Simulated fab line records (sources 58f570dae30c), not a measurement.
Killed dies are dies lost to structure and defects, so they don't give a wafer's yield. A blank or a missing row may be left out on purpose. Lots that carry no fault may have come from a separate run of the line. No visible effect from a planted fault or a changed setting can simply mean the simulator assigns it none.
Comparing a struck lot with a sound one -- flow berkeley cmos170 -- 20 out of 331 route steps
Sound: wafers L202.1, L202.2, L202.3. Struck: wafers L211.1, L211.2, L211.4. At the end, the cause is stated.
Each step with rows lists, per side, the tool, then ch with its chambers, then its first start. Under that, the readings that differ: sound wafers -- struck wafers -- difference of the means -- sigmas: that difference in standard deviations of wafers without a fault.
alike: readings with means less than 2 such deviations apart, plus words and numbers identical on both sides. not compared: withheld readings, readings lacking a value on some wafer, bounds such as >300 that could conceal the same value, and numbers that have no deviation in the record and whose values overlap.
Wherever a step has rows on one side only, a row that says differs or no value, or a row with sigmas, the two part there. Numbers that have no deviation but don't overlap get no sigmas and don't part them. A reading that every wafer of one side lacks parts them only if that side has two wafers or more.

first, 5 steps without rows for these wafers: UCB170_WELLDRIVE_ANNEAL_03 (time 900 s); UCB170_WELLDRIVE_WET_ETCH_04 (etches SiO2 in BOE, time 120 s); UCB170_ACTIVE_CLEAN_00 (cleans in SPM, time 600 s); UCB170_ACTIVE_CLEAN_01 (cleans in dHF, time 60 s); UCB170_ACTIVE_OXIDATION_02 (target thk 26.4 nm, ox time 1260 s).
UCB170_ACTIVE_THK_MEAS_03:
  sound on film metro-03, day 4 18:49; struck on film metro-02, day 6 16:26
  alike: ACTIVE_OXIDE_THK
then, 2 steps without rows for these wafers: UCB170_ACTIVE_ANNEAL_04 (time 900 s); UCB170_ACTIVE_CVD_05 (deposits Si3N4 from SiH2Cl2/NH3, target thk 220 nm, time 3300 s).
UCB170_ACTIVE_THK_MEAS_06:
  sound on film metro-01, day 5 02:39; struck on film metro-03, day 6 22:43
reading,sound,struck,difference,sigmas
ACTIVE_NITRIDE_THK (nm),226.7 225.5 225.8,218.9 218.7 220.5,-6.6,-2
then, 3 steps without rows for these wafers: UCB170_ACTIVE_HMDS_07 (prime time 60 s); UCB170_ACTIVE_COAT_08 (resist thk 900 nm); UCB170_ACTIVE_SOFTBAKE_09 (time 60 s).
UCB170_ACTIVE_EXPOSE_10: exposes mask ACTIVE, target cd 1200 nm.
  sound on krf scanner-01 ch 0, day 5 04:01; struck on krf scanner-02 ch 0, day 6 23:19
reading,sound,struck,difference,sigmas
mask,ACTIVE#0 ACTIVE#0 ACTIVE#0,ACTIVE_R1#0 ACTIVE_R1#0 ACTIVE_R1#0,differs,
then, 2 steps without rows for these wafers: UCB170_ACTIVE_PEB_11; UCB170_ACTIVE_DEVELOP_12 (develop time 45 s).
UCB170_ACTIVE_CD_MEAS_13: target cd 1200 nm.
  sound on cd sem-01, day 5 04:43; struck on cd sem-02, day 6 23:42
reading,sound,struck,difference,sigmas
cd nm (nm),1199.0 1199.6 1199.2,1378.7 1378.6 1378.6,+179.4,+99 or more
UCB170_ACTIVE_OVL_MEAS_14:
  sound on overlay-01, day 5 04:50; struck on overlay-02, day 6 23:49
  alike: ACTIVE_OVL
UCB170_ACTIVE_ETCH_15: etches Si3N4 in CH3F/Ar/O2, stops on SiO2, target depth 242 nm, time 151 s.
  sound on rie diel-02 ch 0,2,3, day 5 04:52; struck on rie diel-04 ch 0,1,3, day 6 23:51
reading,sound,struck,difference,sigmas
model.ACTIVE.cd nm (nm),1199 1200 1200,1379 1378 1379,+179,
  alike: drypump motor current A, oes product au, throttle valve pct
  not compared: rf hours counter h
UCB170_ACTIVE_STRIP_16: strips in O2.
  sound on plasma asher-04 ch 0,1, day 5 04:58; struck on plasma asher-04 ch 0,1, day 6 23:57
  alike: drypump motor current A, o2 flow sccm, oes product au, strip time to endpoint s
  not compared: rf hours counter h
-- the record jumps here: 4 days lie between the struck wafers' starts before and after (it left off in module ACTIVE and takes up again in module M3, whose first step shown is number 331 of the route) --
UCB170_M3_PROBE_99:
  sound on prober-01, day 9 10:24; struck on prober-02, day 10 15:06
reading,sound,struck,difference,sigmas
model.etest.pldd.line ohm um,1779 1798 1801,1474 1460 1453,-330,
model.etest.nldd.line ohm um,1232 1244 1252,997.9 984.1 991.9,-251.4,
model.etest.nplus sal.width nm (nm),717 707.5 699,878.5 883 887.6,+175.2,
model.etest.pplus sal.width nm (nm),714.7 709.6 697.8,880.3 880.7 876.8,+171.9,
model.etest.nldd.width nm (nm),618.7 623.6 623.2,767.2 778.1 770.8,+150.2,
model.etest.pldd.width nm (nm),619.9 622.8 618.6,769.9 774.3 774.4,+152.4,
model.etest.nmos narrow.drive ua um,368.1 360.3 371.4,423.5 433.7 430.8,+62.7,
model.etest.pmos narrow.drive ua um,147.7 145.5 145.7,166.3 168.9 164.8,+20.4,

== WHERE THEY PART ==
Earliest at UCB170_ACTIVE_THK_MEAS_06; latest, in this record, at UCB170_ACTIVE_CD_MEAS_13. Later steps at which nothing parts them and some readings are alike: UCB170_ACTIVE_OVL_MEAS_14, UCB170_ACTIVE_ETCH_15, UCB170_ACTIVE_STRIP_16.

WHY: what had been put in by the simulator
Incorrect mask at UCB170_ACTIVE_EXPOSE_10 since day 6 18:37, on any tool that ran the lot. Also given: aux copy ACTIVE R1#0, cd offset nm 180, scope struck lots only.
